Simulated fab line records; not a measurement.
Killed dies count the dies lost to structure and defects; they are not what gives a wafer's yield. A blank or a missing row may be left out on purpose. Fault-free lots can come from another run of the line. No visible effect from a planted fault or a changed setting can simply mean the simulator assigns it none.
fab line records	flow berkeleyCmos170
[record] lots = 5	wafers = 15	lastDay = 12
route steps=331 shown SILICIDE@213 CONTACT@216
lots that met no fault: taken from a fault-free run of the same line
startH: the number of hours between the record's first day and the start of the first shown wafer of the lot	waitH: hours elapsed since this lot's preceding step	" the same as in the row above	L1.1+2: a row that stands for several wafers	- either no value or no given start	* or withheld: withheld	< > ~ a bound
route shown NAME@n: NAME is a module with steps in the file, n the number in the route of the first one	usual: mean/standard deviation of fault-free wafers	same: alike in all rows	chamber/n: place in a boat	sites: readings site by site	_std_site: the standard deviation of these	_edge_site: the outer-site mean with the inner-site mean subtracted	radiusMm: for every site, how far away it sits from the centre of the wafer	mask NAME#n: copy n	behind: the most recent tool/chamber to have shaped the wafer	hold: the reason the lot was held/the length of the hold in hours/how it ended	device: transistor that didn't switch, given as n, p or np	end of line: at the end of the route, the tests of the same wafers	a step without rows: its recipe alone	killed: the dies lost at the first sort to structure and to defects; this is not the yield of the wafer	map: dies across one wafer; x = killed, . = not, _ = none there
set.NAME: setting as actually run; set.NAME@STEP: the setting as run at that earlier step	model.NAME: the simulator's own value behind a step, which no gauge read
lots seen at some steps along the route; tables by step, rows by wafer
services: when a tool's chamber went out of use (startH, in hours from the record's first day, below 0 if earlier), for how many hours, and the reason
[[steps]]
[step UCB170_SILICIDE_THK_MEAS_03]
[recipe] thkMeasGauge = xrf	reads = Ti_of_SILICIDE_SPUTTER_01
[usual] SILICIDE_TI_THK = 30.2/0.42
lot.wafer	tool	chamber	startH	waitH	SILICIDE_TI_THK[nm]
L074.2	filmMetro-02	-	135.79	0.1	30.4
L074.4	"	-	"	"	30.6
L074.6	"	-	"	"	30.5
L080.1	filmMetro-04	-	170.83	0.1	29.3
L080.3	"	-	"	"	29.7
L080.5	"	-	"	"	29.6
L087.2	filmMetro-02	-	202.10	0.1	30.4
L087.3	"	-	"	"	30.5
L087.4	"	-	"	"	30.3
L089.3	filmMetro-04	-	213.01	0.1	29.6
L089.4	"	-	"	"	29.5
L089.6	"	-	"	"	29.7
L096.3	filmMetro-01	-	257.75	0.1	30.2
L096.4	"	-	"	"	29.9
L096.6	"	-	"	"	30.2
[step UCB170_SILICIDE_RTA_04]
[recipe] tempC = 650	timeS = 15	ambient = N2
[usual] lampPowerPct = 9.97/0.24	wafer_temp_C_max = 652.3/0.51
[same] timeS = 15
lot.wafer	tool	chamber	startH	waitH	lampPowerPct	wafer_temp_C_max
L074.2	rtpAnneal-01	0	135.85	0.1	10.22	651.5
L074.4	"	0	"	"	10.21	651.7
L074.6	"	0	"	"	10.22	652.2
L080.1	rtpAnneal-02	0	170.89	0.1	9.74	651.6
L080.3	"	0	"	"	9.74	651.5
L080.5	"	0	"	"	9.73	652.8
L087.2	rtpAnneal-01	0	202.17	0.1	10.22	651.6
L087.3	"	0	"	"	10.20	652.3
L087.4	"	0	"	"	10.22	652.3
L089.3	rtpAnneal-02	0	213.08	0.1	9.74	651.8
L089.4	"	0	"	"	9.73	653.3
L089.6	"	0	"	"	9.72	652.3
L096.3	rtpAnneal-01	0	257.82	0.1	10.21	651.9
L096.4	"	0	"	"	10.21	651.6
L096.6	"	0	"	"	10.21	651.8
[step UCB170_SILICIDE_WET_ETCH_05]
[recipe] chemistry = SPM	timeS = 45	tempC = 120	target = Ti
[same] timeS = 45
lot.wafer	tool	chamber	startH	waitH
L074.2+4+6	wetBench-01	0	135.92	0.1
L080.1+3+5	wetBench-01	3	170.96	0.1
L087.2+3+4	wetBench-04	2	202.28	0.1
L089.3+4+6	wetBench-01	0	213.13	0.0
L096.3+4+6	wetBench-01	0	257.87	0.0
[step UCB170_CONTACT_CLEAN_00]
[recipe] chemistry = SPM	tempC = 120	timeS = 600
[same] timeS = 600
lot.wafer	tool	chamber	startH	waitH
L074.2+4+6	wetBench-01	3	135.94	0.0
L080.1+3+5	wetBench-01	0	170.98	0.0
L087.2+3+4	wetBench-04	1	202.30	0.0
L089.3+4+6	wetBench-01	0	213.15	0.0
L096.3+4+6	wetBench-01	2	258.09	0.2
[step UCB170_CONTACT_CVD_01]
[recipe] material = PSG	targetThkNm = 700	tempC = 450	precursor = SiH4/O2/PH3	timeS = 2820	pressureMtorr = 300	sih4FlowSccm = 60	o2FlowSccm = 87.17	ph3FlowSccm = 25
[usual] susceptorTempC = 449.98/0.26	zonePowerSourcePct = 6.9/0.46
[same] timeS = 2820
lot.wafer	tool	chamber	startH	waitH	susceptorTempC	zonePowerSourcePct
L074.2	lpcvd-01	1	136.11	0.0	449.90	6.2
L074.4	"	1	"	"	449.84	6.2
L074.6	"	1	"	"	449.59	6.0
L080.1	lpcvd-01	0	171.16	0.0	450.61	7.1
L080.3	"	0	"	"	450.00	7.1
L080.5	"	0	"	"	450.37	7.1
L087.2	lpcvd-02	0	202.48	0.0	449.37	7.3
L087.3	"	0	"	"	449.66	7.4
L087.4	"	0	"	"	449.58	7.3
L089.3	lpcvd-01	0	213.32	0.0	449.72	7.2
L089.4	"	0	"	"	449.65	7.2
L089.6	"	0	"	"	449.59	7.1
L096.3	lpcvd-01	0	259.21	0.9	450.33	7.1
L096.4	"	0	"	"	450.10	7.3
L096.6	"	0	"	"	450.25	7.0
[step UCB170_CONTACT_THK_MEAS_02]
[recipe] reads = PSG_of_CONTACT_CVD_01
[usual] CONTACT_PSG_THK = 685/8.1
lot.wafer	tool	chamber	startH	waitH	CONTACT_PSG_THK[nm]
L074.2	filmMetro-03	-	137.91	0.0	685
L074.4	"	-	"	"	683
L074.6	"	-	"	"	690
L080.1	filmMetro-03	-	172.94	0.0	684
L080.3	"	-	"	"	684
L080.5	"	-	"	"	681
L087.2	filmMetro-02	-	204.27	0.0	696
L087.3	"	-	"	"	690
L087.4	"	-	"	"	694
L089.3	filmMetro-03	-	215.13	0.0	678
L089.4	"	-	"	"	681
L089.6	"	-	"	"	679
L096.3	filmMetro-02	-	261.06	0.1	673
L096.4	"	-	"	"	680
L096.6	"	-	"	"	677
[step UCB170_CONTACT_HMDS_03]
[recipe] primeTimeS = 60	primeTempC = 100
lot.wafer	tool	chamber	startH	waitH
L074.2+4+6	lithoTrack-01	0	137.98	0.1
L080.1+3+5	lithoTrack-01	0	173.00	0.1
L087.2+3+4	lithoTrack-03	0	204.35	0.1
L089.3+4+6	lithoTrack-02	0	215.22	0.1
L096.3+4+6	lithoTrack-01	0	261.15	0.1
[step UCB170_CONTACT_COAT_04]
[recipe] resist = KrF	spinRpm = 1500	resistThkNm = 900
lot.wafer	tool	chamber	startH	waitH
L074.2+4+6	lithoTrack-01	0	138.13	0.1
L080.1+3+5	lithoTrack-01	0	173.15	0.1
L087.2+3+4	lithoTrack-03	0	204.50	0.1
L089.3+4+6	lithoTrack-02	0	215.37	0.1
L096.3+4+6	lithoTrack-01	0	261.30	0.1
[step UCB170_CONTACT_SOFTBAKE_05]
[recipe] resist = KrF	tempC = 130	timeS = 60
[same] timeS = 60
lot.wafer	tool	chamber	startH	waitH
L074.2+4+6	lithoTrack-01	0	138.28	0.1
L080.1+3+5	lithoTrack-01	0	173.30	0.1
L087.2+3+4	lithoTrack-03	0	204.65	0.1
L089.3+4+6	lithoTrack-02	0	215.52	0.1
L096.3+4+6	lithoTrack-01	0	261.45	0.1
[step UCB170_CONTACT_STRIP_06]
[recipe] chemistry = O2	powerW = 400	pressureMtorr = 3500	platenTempC = withheld	o2FlowSccm = 400	overashFraction = 0.5
[usual] drypumpMotorCurrentA = 5.8/0.51	oesProductAu = 0.735/0.0044	stripTimeToEndpointS = 21.99/0.053
lot.wafer	tool	chamber	startH	waitH	drypumpMotorCurrentA	oesProductAu	rfHoursCounterH	stripTimeToEndpointS
L074.2	plasmaAsher-04	0	138.41	0.1	5.3	0.736	44	21.92
L074.4	"	0	"	"	5.3	0.741	-	21.92
L074.6	"	0	"	"	5.3	0.732	-	21.92
L080.1	plasmaAsher-04	0	173.45	0.1	5.3	0.733	48	21.98
L080.3	"	1	"	"	6.2	0.738	-	22.00
L080.5	"	1	"	"	6.2	0.730	-	21.98
L087.2	plasmaAsher-02	0	204.77	0.1	6.2	0.732	47	22.07
L087.3	"	0	"	"	6.2	0.735	-	22.06
L087.4	"	1	"	"	4.8	0.736	-	22.05
L089.3	plasmaAsher-01	1	215.65	0.1	5.9	0.738	-	21.91
L089.4	"	0	"	"	6.1	0.739	-	21.91
L089.6	"	1	"	"	5.9	0.732	-	21.93
L096.3	plasmaAsher-01	1	261.58	0.1	5.9	0.734	-	21.95
L096.4	"	0	"	"	6.1	0.737	-	21.94
L096.6	"	0	"	"	6.1	0.735	-	21.98
[step UCB170_CONTACT_CLEAN_07]
[recipe] chemistry = SPM	tempC = 120	timeS = 600
[same] timeS = 600
lot.wafer	tool	chamber	startH	waitH
L074.2+4+6	wetBench-01	3	138.53	0.1
L080.1+3+5	wetBench-01	2	175.51	2.0
L087.2+3+4	wetBench-01	3	204.87	0.1
L089.3+4+6	wetBench-01	3	215.72	0.0
L096.3+4+6	wetBench-01	0	261.70	0.1
[step UCB170_CONTACT_RTA_08]
[recipe] tempC = 900	timeS = 10	ambient = N2
[usual] lampPowerPct = 23.4/0.55	wafer_temp_C_max = 902.9/0.73
[same] timeS = 10
lot.wafer	tool	chamber	startH	waitH	lampPowerPct	wafer_temp_C_max
L074.2	rtpAnneal-01	0	138.72	0.0	23.9	902.3
L074.4	"	0	"	"	23.8	904.2
L074.6	"	0	"	"	23.8	902.7
L080.1	rtpAnneal-02	0	175.70	0.0	22.7	904.3
L080.3	"	0	"	"	22.7	904.8
L080.5	"	0	"	"	22.7	903.2
L087.2	rtpAnneal-02	0	205.06	0.0	22.7	902.9
L087.3	"	0	"	"	22.7	903.0
L087.4	"	0	"	"	22.7	903.0
L089.3	rtpAnneal-02	0	215.91	0.0	22.7	902.7
L089.4	"	0	"	"	22.7	903.1
L089.6	"	0	"	"	22.7	903.3
L096.3	rtpAnneal-01	0	261.90	0.0	23.8	903.3
L096.4	"	0	"	"	23.8	903.0
L096.6	"	0	"	"	23.8	902.9
[step UCB170_CONTACT_COAT_09]
[recipe] resist = BARC	tempC = withheld	timeS = withheld	spinRpm = 3000	resistThkNm = withheld
lot.wafer	tool	chamber	startH	waitH
L074.2+4+6	lithoTrack-03	0	138.80	0.1
L080.1+3+5	lithoTrack-03	0	175.76	0.1
L087.2+3+4	lithoTrack-02	0	205.14	0.1
L089.3+4+6	lithoTrack-01	0	216.15	0.2
L096.3+4+6	lithoTrack-03	0	261.99	0.1
[[services]]
tool	chamber	startH	hours	kind
plasmaAsher-01	0	117.75	-	clean
plasmaAsher-01	1	117.75	-	clean
plasmaAsher-01	-	253.22	0.5	repair
[[key]]
fault none
